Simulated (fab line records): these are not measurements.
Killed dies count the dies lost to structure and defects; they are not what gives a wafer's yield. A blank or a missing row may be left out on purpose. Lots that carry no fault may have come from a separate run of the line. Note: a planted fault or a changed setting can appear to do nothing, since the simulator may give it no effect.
Split-lot trial | flow berkeley cmos170 | on a route of 331 steps: 5 lots, 23 wafers read

== ON THE SPLIT ==
At UCB170_NSD_PEB_04, the setting peb temp c was moved away from the recipe's 130 C on 6 of the 23 wafers read, by -2.7% to +2.2%. The other wafers ran this setting at the recipe's value.

== FROM SPLIT TO READING: 1 step shown by the file between the two ==
- UCB170_NSD_DEVELOP_05: develop time 45 s

== THE READING ==
cd nm (nm) at UCB170_NSD_CD_MEAS_06, where the cd target is 1200 nm. Typical for fault-free wafers on this fab line: 1199.8 nm, with standard deviation 1.5 nm.

wafer  | tool, chamber at the split | peb temp c as run, C | against the recipe | cd nm, nm | against lot-mates on the recipe
L077.1 | litho track-01, 0          | 130                  | recipe             | 1199.6    | -
L077.2 | litho track-01, 0          | 130                  | recipe             | 1199.8    | -
L077.3 | litho track-01, 0          | 126.5                | -2.7%              | 1173.6    | -26.2
L077.4 | litho track-01, 0          | 130                  | recipe             | 1200.0    | -
L077.6 | litho track-01, 0          | 126.5                | -2.7%              | 1172.3    | -27.5
L076.2 | litho track-01, 0          | 130                  | recipe             | 1203.3    | -
L076.3 | litho track-01, 0          | 130                  | recipe             | 1202.9    | -
L076.4 | litho track-01, 0          | 130                  | recipe             | 1203.0    | -
L076.5 | litho track-01, 0          | 130                  | recipe             | 1201.7    | -
L076.6 | litho track-01, 0          | 130                  | recipe             | 1201.7    | -
L080.3 | litho track-01, 0          | 130                  | recipe             | 1200.2    | -
L080.4 | litho track-01, 0          | 130                  | recipe             | 1201.8    | -
L080.5 | litho track-01, 0          | 130                  | recipe             | 1201.1    | -
L079.1 | litho track-04, 0          | 130                  | recipe             | 1199.0    | -
L079.3 | litho track-04, 0          | 130                  | recipe             | 1197.9    | -
L079.4 | litho track-04, 0          | 130                  | recipe             | 1198.5    | -
L079.5 | litho track-04, 0          | 132.8                | +2.2%              | 1214.9    | +16.4
L079.6 | litho track-04, 0          | 132.8                | +2.2%              | 1215.5    | +17.0
L085.1 | litho track-03, 0          | 130                  | recipe             | 1199.2    | -
L085.2 | litho track-03, 0          | 130                  | recipe             | 1200.4    | -
L085.4 | litho track-03, 0          | 131.9                | +1.5%              | 1211.4    | +11.6
L085.5 | litho track-03, 0          | 130                  | recipe             | 1199.9    | -
L085.6 | litho track-03, 0          | 131.9                | +1.5%              | 1212.0    | +12.2

THE FIT
A straight line over all 23 wafers: cd nm changes by +8.77 nm for each +1% of peb temp c; r = +0.98; the points scatter about the line by 2.2 nm.
The same after taking each lot's own level away (the mean of its wafers on the recipe; 23 wafers): +9 nm for each +1%; r = +0.99; scatter 1.2 nm.
Per that fit: largest peb temp c move, reading shift of 24 nm.
Across the lots, their own levels run from 1198.47 to 1202.52 nm, a range of 2.7 times the standard deviation given above.
The two slopes agree, so the slope changes little with the lot-to-lot level.
Check: for one of the wafers moved furthest among these (-2.7%), held out of the fit, the line's prediction against its lot-mates is -24.1 nm. It came out at -26.2 nm against them.

== FILE'S OWN FIT ==
cd nm changes by +8.97 nm for each +1% of peb temp c, r = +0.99.
